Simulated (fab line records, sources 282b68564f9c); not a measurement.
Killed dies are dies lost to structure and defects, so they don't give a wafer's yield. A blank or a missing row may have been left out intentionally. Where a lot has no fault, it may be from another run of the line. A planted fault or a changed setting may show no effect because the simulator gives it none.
Which tool is to blame? | flow rit-cmos | Sampling: 14 lots, 42 wafers, 3 of 202 route steps

WHAT THE GAUGES SHOWED, per wafer
RIT_WELLDRIVE_RS_MEAS_01: the measuring method here is four-point-probe.
lot  | measured    | on            | NWELL_RS (ohm/sq)
L382 | day 2 11:34 | film-metro-03 | 275.3 275.7 274.8
L383 | day 2 16:09 | film-metro-02 | 275.0 276.6 276.9
L384 | day 2 21:08 | film-metro-03 | 276.3 275.4 275.1
L385 | day 3 02:14 | film-metro-03 | 275.3 276.2 275.9
L386 | day 3 06:04 | film-metro-04 | 275.6 275.7 276.1
L387 | day 3 13:25 | film-metro-03 | 275.2 275.6 275.9
L388 | day 3 20:23 | film-metro-04 | 275.9 276.4 276.7
L396 | day 5 10:23 | film-metro-03 | 301.5 300.9 300.6
L397 | day 5 15:26 | film-metro-03 | 300.5 301.7 301.4
L398 | day 5 18:47 | film-metro-02 | 275.5 275.0 275.1
L400 | day 6 06:44 | film-metro-04 | 276.5 276.3 276.1
L401 | day 6 13:04 | film-metro-02 | 275.4 275.8 275.1
L403 | day 6 19:14 | film-metro-02 | 275.5 275.5 275.5
L404 | day 7 02:38 | film-metro-03 | 275.0 275.7 275.7

RIT_WELLDRIVE_RS_MEAS_02: the measuring method here is four-point-probe.
lot  | measured    | on            | PWELL_RS (ohm/sq)
L382 | day 2 11:41 | film-metro-03 | 424.9 425.6 425.4
L383 | day 2 16:16 | film-metro-02 | 427.0 426.2 426.3
L384 | day 2 21:16 | film-metro-03 | 425.4 426.3 424.8
L385 | day 3 02:22 | film-metro-03 | 427.6 426.2 426.6
L386 | day 3 06:11 | film-metro-04 | 428.1 427.8 428.1
L387 | day 3 13:32 | film-metro-03 | 425.3 425.5 425.7
L388 | day 3 20:31 | film-metro-04 | 428.0 427.6 428.0
L396 | day 5 10:31 | film-metro-03 | 453.6 452.4 453.5
L397 | day 5 15:33 | film-metro-03 | 453.5 453.5 453.7
L398 | day 5 18:54 | film-metro-02 | 426.8 427.5 427.6
L400 | day 6 06:51 | film-metro-04 | 425.4 426.0 425.1
L401 | day 6 13:11 | film-metro-02 | 425.9 426.4 427.6
L403 | day 6 19:22 | film-metro-02 | 427.3 428.0 425.9
L404 | day 7 02:46 | film-metro-03 | 424.0 423.1 424.8

WHICH TOOL RAN EACH LOT (tool, then ch and the chambers of the sampled wafers, then the start)
lot  | RIT_WELLDRIVE_ANNEAL_00
L382 | furnace-03 ch 0, day 2 06:28
L383 | furnace-01 ch 0, day 2 11:03
L384 | furnace-04 ch 0, day 2 16:02
L385 | furnace-04 ch 0, day 2 21:07
L386 | furnace-01 ch 0, day 3 00:58
L387 | furnace-03 ch 0, day 3 08:18
L388 | furnace-01 ch 0, day 3 15:19
L396 | furnace-01 ch 0, day 5 05:16
L397 | furnace-01 ch 0, day 5 10:21
L398 | furnace-04 ch 0, day 5 13:41
L400 | furnace-04 ch 0, day 6 01:39
L401 | furnace-03 ch 0, day 6 07:59
L403 | furnace-03 ch 0, day 6 14:08
L404 | furnace-04 ch 0, day 6 21:31
- RIT_WELLDRIVE_ANNEAL_00: time 14700 s.

WHAT THE TOOLS THEMSELVES READ (means of the sampled wafers that have a number; where no wafer has one, the mark that the record gives instead)
RIT_WELLDRIVE_ANNEAL_00.
lot  | tool       | run-length-s (s) | spike-tc-centre-C (C) | spike-tc-source-C (C)
L382 | furnace-03 | 18266            | 1104.7                | 1127.3
L383 | furnace-01 | 18280            | 1102.6                | 1127.9
L384 | furnace-04 | 18268            | 1104.4                | 1126.7
L385 | furnace-04 | 18259            | 1103.2                | 1125.7
L386 | furnace-01 | 18282            | 1103.4                | 1128.1
L387 | furnace-03 | 18262            | 1105.1                | 1127.1
L388 | furnace-01 | 18275            | 1103.1                | 1128.4
L396 | furnace-01 | 12402            | 1102.3                | 1128.6
L397 | furnace-01 | 12407            | 1102.9                | 1128.9
L398 | furnace-04 | 18262            | 1104.5                | 1125.1
L400 | furnace-04 | 18261            | 1104.6                | 1126.7
L401 | furnace-03 | 18266            | 1103.9                | 1127.3
L403 | furnace-03 | 18271            | 1104.4                | 1126.2
L404 | furnace-04 | 18257            | 1104.2                | 1124.9

THE ANSWER, worked out from the rows above alone
Rule: the usual values come from the lots themselves. Put in order of their means at a reading, lots are off if they are a third of the lots or fewer, leave a main group of 4 or more, and stand apart from it by a gap of 3 or more times the standard deviation of the main group's means; of several such gaps the widest counts. A main group whose means are all the same, to the digits that the tables above print for the reading, isn't used. Also off: a lot with no number at a reading for which 4 or more lots have one. Where the step has rows for the other lots, those lots are counted as sound. Order of review: gauges by route order, followed by the tools' own readings, for which a lot's mean as printed above is used. The first step at which some lot is off is used, and at that step the reading that is off furthest; a lot without a number counts as furthest.
Off: at RIT_WELLDRIVE_RS_MEAS_01 (NWELL_RS), L396, L397. Mean 275.7 ohm/sq and standard deviation 0.37 in the main group.
If a tool, at a process step before that reading, ran all the lots that are off and no sound lot after the first of them, it fits. Not tried: the gauges at RIT_WELLDRIVE_RS_MEAS_01; whatever is off there is also off at RIT_WELLDRIVE_ANNEAL_00, on other tools, and gauge error can't account for it. One candidate fits, namely furnace-01 at RIT_WELLDRIVE_ANNEAL_00. A fault onset in the window from L388 (day 3 15:19, its last sound lot) to L396 (day 5 05:16, its first lot off) fits.
The tool's own readings at RIT_WELLDRIVE_ANNEAL_00 bear it out: on the lots that are off they differ by more than 5 times the standard deviation of the sound lots' means. run-length-s reads 12404 s there against 18267 s on the sound lots.

WHAT THE SIMULATOR HAD PUT IN
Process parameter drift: furnace-01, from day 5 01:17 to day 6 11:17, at RIT_WELLDRIVE_ANNEAL_00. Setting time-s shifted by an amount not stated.
Shown lots that were struck: L396, L397. The rule above reached the same finding.
